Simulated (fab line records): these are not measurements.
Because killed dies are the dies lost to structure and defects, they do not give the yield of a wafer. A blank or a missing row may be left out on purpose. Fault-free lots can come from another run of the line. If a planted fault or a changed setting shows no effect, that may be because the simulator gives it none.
Problem report in the 8D (eight disciplines) form, filled by code + flow rit-cmos + the parts of the form that need people (team, actions taken, sign-off) are left out

== 1. PROBLEM STATEMENT ==
Mean of rf-fwd-power-W at RIT_GATE_ETCH_19: 184.8 W across 6 wafers in 2 lots; on wafers with no fault it is 159.3 W (standard deviation 0.49). Relative to the usual mean, that is a shift of +52 standard deviations.
The step: etches poly-Si in SF6/CHF3/O2, stops on SiO2, time 165 s, target depth 312.5 nm.
Seen first at day 7 06:05 on rie-si-02, wafer L782.4. The record has a number at this step for 18 wafers belonging to 6 lots. By rule, "out" or "out of limits" means more than 4 standard deviations away from the usual mean. The rest of the wafers with a number are treated as sound.

== 2. WHAT IT IS AND WHAT IT IS NOT ==
| question                    | is                     | is not                                                             |
|-----------------------------|------------------------|--------------------------------------------------------------------|
| which readings at this step | rf-fwd-power-W         | drypump-motor-current-A, oes-product-au, throttle-valve-pct        |
| which lots                  | L782, L784             | L766, L770, L775, L783                                             |
| which wafers of those lots  | all that have a number | -                                                                  |
| read on which tools         | rie-si-02              | rie-si-01                                                          |
| when                        | from day 7 06:05       | up to then (9 sound wafers); but 3 sound wafers of L783 came after |

== 3. WHAT RULES OUT EACH SUSPECT ==
Counting: a tool at a process step up to the reading stays a suspect if it ran every lot that is out and no sound lot after the first of them.
- rie-si-02 at RIT_GATE_ETCH_19 (etches poly-Si in SF6/CHF3/O2, stops on SiO2, time 165 s, target depth 312.5 nm): kept. It processed each lot that is out, first L782 at day 7 06:05, and no sound lot thereafter; up to then, the last sound lot it processed was L770 at day 4 19:40. On those wafers its own readings are out: rf-fwd-power-W.
Left after counting: rie-si-02 at RIT_GATE_ETCH_19.

== 4. THE CAUSE (what the simulator had put in) ==
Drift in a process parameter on rie-si-02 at RIT_GATE_ETCH_19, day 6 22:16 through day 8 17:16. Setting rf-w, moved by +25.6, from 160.
The count eliminated every tool but this one.

== 5. THE CHAIN OF EFFECTS, in route order ==
Each row: a reading where the mean over the struck wafers with a number is more than 3 standard deviations away from the usual. Only readings for which the record gives a usual standard deviation are gone through. hours: the time from each lot's start at the first step in this table that gives one to its start at this step, as a median over the lots. sigmas: the change in usual standard deviations.
| hours | step             | reading        | usual   | on struck wafers | change | sigmas |
|-------|------------------|----------------|---------|------------------|--------|--------|
| 0     | RIT_GATE_ETCH_19 | rf-fwd-power-W | 159.3 W | 184.8            | +25.5  | +52    |
Process steps it contains:
- RIT_GATE_ETCH_19: etches poly-Si in SF6/CHF3/O2, stops on SiO2, time 165 s, target depth 312.5 nm.

== 6. WHAT WOULD HAVE CAUGHT IT SOONER ==
In this record no reading fell out of limits until day 7 06:05, 8 hours after the fault had begun at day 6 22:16.
